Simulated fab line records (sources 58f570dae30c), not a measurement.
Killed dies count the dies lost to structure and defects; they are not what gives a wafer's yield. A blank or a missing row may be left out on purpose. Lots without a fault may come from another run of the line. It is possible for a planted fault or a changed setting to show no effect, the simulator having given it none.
A sampling plan put to the test ; flow berkeley cmos170 ; one fab line, 15 faults that these records tell of, each judged on the records of the lots that it struck
The plan is the line's own looks: the steps of the route at which a gauge or an inspection reads the wafer and doesn't change it. A look is open to judgement when struck wafers have a number at it and the file gives its usual mean and standard deviation on fault-free wafers. Caught: 4 or more of those standard deviations (sigma) separate the usual mean from the mean of the struck wafers at a look after the fault's first step. On the tool: the same test on the tool's own readings at the fault's steps. Also counted as caught: the struck wafers showing another recipe, or a record that is empty for them alone.

## THE FAULTS, as the simulator had put them in
1. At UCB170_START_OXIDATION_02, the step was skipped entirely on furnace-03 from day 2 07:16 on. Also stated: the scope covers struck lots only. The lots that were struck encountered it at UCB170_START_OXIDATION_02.
2. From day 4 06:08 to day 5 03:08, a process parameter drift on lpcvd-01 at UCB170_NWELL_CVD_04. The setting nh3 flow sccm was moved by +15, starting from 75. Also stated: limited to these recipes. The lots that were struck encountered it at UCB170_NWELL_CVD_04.
3. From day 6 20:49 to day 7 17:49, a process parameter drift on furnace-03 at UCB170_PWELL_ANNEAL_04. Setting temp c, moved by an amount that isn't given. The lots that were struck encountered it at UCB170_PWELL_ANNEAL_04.
4. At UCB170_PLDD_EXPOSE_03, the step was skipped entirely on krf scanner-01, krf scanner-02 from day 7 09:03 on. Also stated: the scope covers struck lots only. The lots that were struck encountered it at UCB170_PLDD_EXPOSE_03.
5. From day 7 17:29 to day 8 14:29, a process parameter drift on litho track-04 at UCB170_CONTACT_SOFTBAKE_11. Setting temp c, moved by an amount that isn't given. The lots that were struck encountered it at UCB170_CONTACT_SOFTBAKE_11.
6. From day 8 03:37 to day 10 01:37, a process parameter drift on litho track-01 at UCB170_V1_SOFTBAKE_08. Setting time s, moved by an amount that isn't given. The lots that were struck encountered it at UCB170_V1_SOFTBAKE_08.
7. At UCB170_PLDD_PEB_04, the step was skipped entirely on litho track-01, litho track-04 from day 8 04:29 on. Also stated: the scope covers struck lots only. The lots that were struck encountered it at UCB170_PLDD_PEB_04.
8. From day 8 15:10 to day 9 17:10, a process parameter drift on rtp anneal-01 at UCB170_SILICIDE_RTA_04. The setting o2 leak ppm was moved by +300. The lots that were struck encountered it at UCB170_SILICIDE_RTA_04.
9. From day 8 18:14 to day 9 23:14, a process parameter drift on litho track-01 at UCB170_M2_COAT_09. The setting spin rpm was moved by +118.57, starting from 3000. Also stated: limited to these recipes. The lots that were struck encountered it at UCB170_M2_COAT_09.
10. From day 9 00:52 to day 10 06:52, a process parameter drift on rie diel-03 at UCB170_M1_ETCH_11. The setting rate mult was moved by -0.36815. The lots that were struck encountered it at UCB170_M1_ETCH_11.
11. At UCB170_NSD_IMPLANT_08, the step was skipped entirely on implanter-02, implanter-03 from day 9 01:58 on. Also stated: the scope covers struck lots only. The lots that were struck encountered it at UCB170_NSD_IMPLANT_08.
12. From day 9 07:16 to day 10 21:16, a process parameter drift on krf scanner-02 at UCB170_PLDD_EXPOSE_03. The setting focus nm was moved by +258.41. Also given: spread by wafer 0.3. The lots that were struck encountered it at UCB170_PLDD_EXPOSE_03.
13. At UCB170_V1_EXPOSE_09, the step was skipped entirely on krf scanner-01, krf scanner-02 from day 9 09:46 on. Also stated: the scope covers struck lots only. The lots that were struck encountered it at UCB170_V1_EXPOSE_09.
14. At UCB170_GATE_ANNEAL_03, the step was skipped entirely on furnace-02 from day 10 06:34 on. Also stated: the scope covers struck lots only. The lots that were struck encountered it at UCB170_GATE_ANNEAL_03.
15. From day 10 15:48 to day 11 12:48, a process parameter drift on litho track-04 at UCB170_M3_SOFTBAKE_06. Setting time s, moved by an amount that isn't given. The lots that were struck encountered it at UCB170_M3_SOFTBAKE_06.

## WHAT THE PLAN SAW
fault;on the tool itself;first look that catches it;reading, sigma;median hours from its first step to that look;hours from the fault's start to the first struck lot there;judged looks passed uncaught
1;the tool's record is blank for the struck wafers;no look after it can be judged;-;-;-;0
2;nh3 flow sccm +59 sigma;UCB170_NWELL_THK_MEAS_05;NWELL_NITRIDE_THK +17;1.9;6;0
3;tube center temp C +99 or beyond sigma;no look after it can be judged;-;-;-;0
4;no reading that can be judged;not the one look that can be judged after it;-;-;-;1
5;heater power total W -7.3 sigma;no look after it can be judged;-;-;-;0
6;run length s +23 sigma;not the one look that can be judged after it;-;-;-;1
7;the tool's record is blank for the struck wafers;no look after it can be judged;-;-;-;0
8;chamber o2 ppm +99 or beyond sigma;no look after it can be judged;-;-;-;0
9;spin speed rpm +62 sigma;none of the 2 looks that can be judged after it;-;-;-;2
10;oes product au -14 sigma;no look after it can be judged;-;-;-;0
11;the tool's record is blank for the struck wafers;UCB170_NSD_TW_MEAS_10;NSD_TW -94;0.2;6;0
12;exposure dose mJ cm2 -4.2 sigma;no look after it can be judged;-;-;-;0
13;no reading that can be judged;no look after it can be judged;-;-;-;0
14;the tool's record is blank for the struck wafers;no look after it can be judged;-;-;-;0
15;run length s +99 or beyond sigma;no look after it can be judged;-;-;-;0
A dash: the fault is not caught, or the number is missing from these records.

Caught at a look: 2 of 15. Caught on the tool: 13 of 15. By one or the other: 13 of 15.
Caught on the tool alone: faults 1, 3, 5, 6, 7, 8, 9, 10, 12, 14, 15.
Caught by neither: faults 4, 13.

## THINNER SAMPLING
If the look that catches a fault measured only every second or every third lot, by lot number, the first struck lot would be measured this late in the worst case:
fault;struck lots at that look, in order of time;every lot;every second lot;every third lot
2;L184, L185, L186, L187;6 h;11 h;19 h
11;L610, L611;6 h;6 h;may miss all 2
The hour figures run from when the fault began to the first measured lot among those it struck. 4 sigma limit: tested on the pooled struck wafers, so a lone lot may be under it. Other struck lots may not be in these records.

## THE LONGEST TIMED WAY FROM STEP TO LOOK
Fault 2: median gap of 1.9 hours between UCB170_NWELL_CVD_04 and UCB170_NWELL_THK_MEAS_05. No look between them can be judged.
